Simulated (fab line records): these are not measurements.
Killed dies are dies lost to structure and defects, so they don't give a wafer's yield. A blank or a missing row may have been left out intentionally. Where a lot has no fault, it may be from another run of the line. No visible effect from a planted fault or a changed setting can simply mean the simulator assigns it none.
Split-lot study ; flow berkeley-cmos170 ; 5 lots, 23 wafers read, on a route of 331 steps

ON THE SPLIT
At UCB170_V2_CVD_00 (deposits SiO2 from TEOS/O2, target thk 2000 nm, time 250 s), the setting time-s was moved away from the recipe's 250 s on 4 of the 23 wafers read, by +6.8% to +13.4%. The other wafers ran this setting at the recipe's value.

There is no step in the file separating the split from the reading.

THE READING
V2_TEOS_THK at UCB170_V2_THK_MEAS_01, in nm. Typical for fault-free wafers on this fab line: 2004 nm, with standard deviation 25 nm.

wafer;tool, chamber at the split;time-s as run, s;against the recipe;V2_TEOS_THK, nm;against lot-mates on the recipe
L074.1;pecvd-02, 2,1,2,1,2;250;recipe;2009;-
L074.2;pecvd-02, 2,1,2,1,2;250;recipe;1983;-
L074.4;pecvd-02, 2,1,2,1,2;250;recipe;1996;-
L074.5;pecvd-02, 2,1,2,1,2;250;recipe;2018;-
L074.6;pecvd-02, 2,1,2,1,2;250;recipe;2029;-
L075.2;pecvd-02, 0,1,0,2,1;250;recipe;1992;-
L075.3;pecvd-02, 0,1,0,2,1;250;recipe;1984;-
L075.4;pecvd-02, 0,1,0,2,1;250;recipe;2045;-
L075.5;pecvd-02, 0,1,0,2,1;250;recipe;2058;-
L075.6;pecvd-02, 0,1,0,2,1;250;recipe;2034;-
L078.2;pecvd-02, 0,1,0;250;recipe;2002;-
L078.3;pecvd-02, 2;283.4;+13.4%;2265;+244
L078.4;pecvd-02, 0,1,0;250;recipe;2034;-
L078.5;pecvd-02, 0,1,0;250;recipe;2028;-
L078.6;pecvd-02, 2;283.4;+13.4%;2297;+276
L079.1;pecvd-02, 2,0,1;250;recipe;1974;-
L079.2;pecvd-02, 2,0,1;250;recipe;1994;-
L079.3;pecvd-02, 2,0,1;250;recipe;1972;-
L084.1;pecvd-02, 2,0;266.9;+6.8%;2152;+118
L084.3;pecvd-02, 0,1,2;250;recipe;2014;-
L084.4;pecvd-02, 0,1,2;250;recipe;2042;-
L084.5;pecvd-02, 0,1,2;250;recipe;2045;-
L084.6;pecvd-02, 2,0;266.9;+6.8%;2187;+153
When a row names more than one chamber, that row covers several wafers, and the file does not tell which wafer ran in which chamber.

THE FIT
A straight line over all 23 wafers: V2_TEOS_THK changes by +20.6 nm for each +1% of time-s; r = +0.96; the points scatter about the line by 26 nm.
The same after taking each lot's own level away (the mean of its wafers on the recipe; 23 wafers): +19.6 nm for each +1%; r = +0.97; scatter 20 nm.
That fit puts the effect of the largest move of time-s on the reading at 2.6e+02 nm.
Across the lots, their own levels run from 1980.0 to 2033.7 nm, a range of 2.1 times the standard deviation given above.
So the lot-to-lot level changes the slope little: the two slopes agree.
Check: for one of the wafers moved furthest among these (+13.4%), held out of the fit, the line's prediction against its lot-mates is +273 nm. It came out at +244 nm against them.

OTHER SPLITS APPLIED TO THESE WAFERS
These wafers also went through other splits before the reading. Each is held against what the fit with the lots' levels taken away leaves over:
other split on the same wafers;wafers away from the commonest value;r with V2_TEOS_THK (lot level and that fit taken away)
UCB170_M1_PEB_07 peb-temp-c;8;-0.01
UCB170_V1_COAT_07 resist-thk-nm;11;-0.19
UCB170_M2_COAT_10 resist-thk-nm;6;-0.07

FILE'S OWN FIT
V2_TEOS_THK changes by +19.5 nm for each +1% of time-s, r = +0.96.
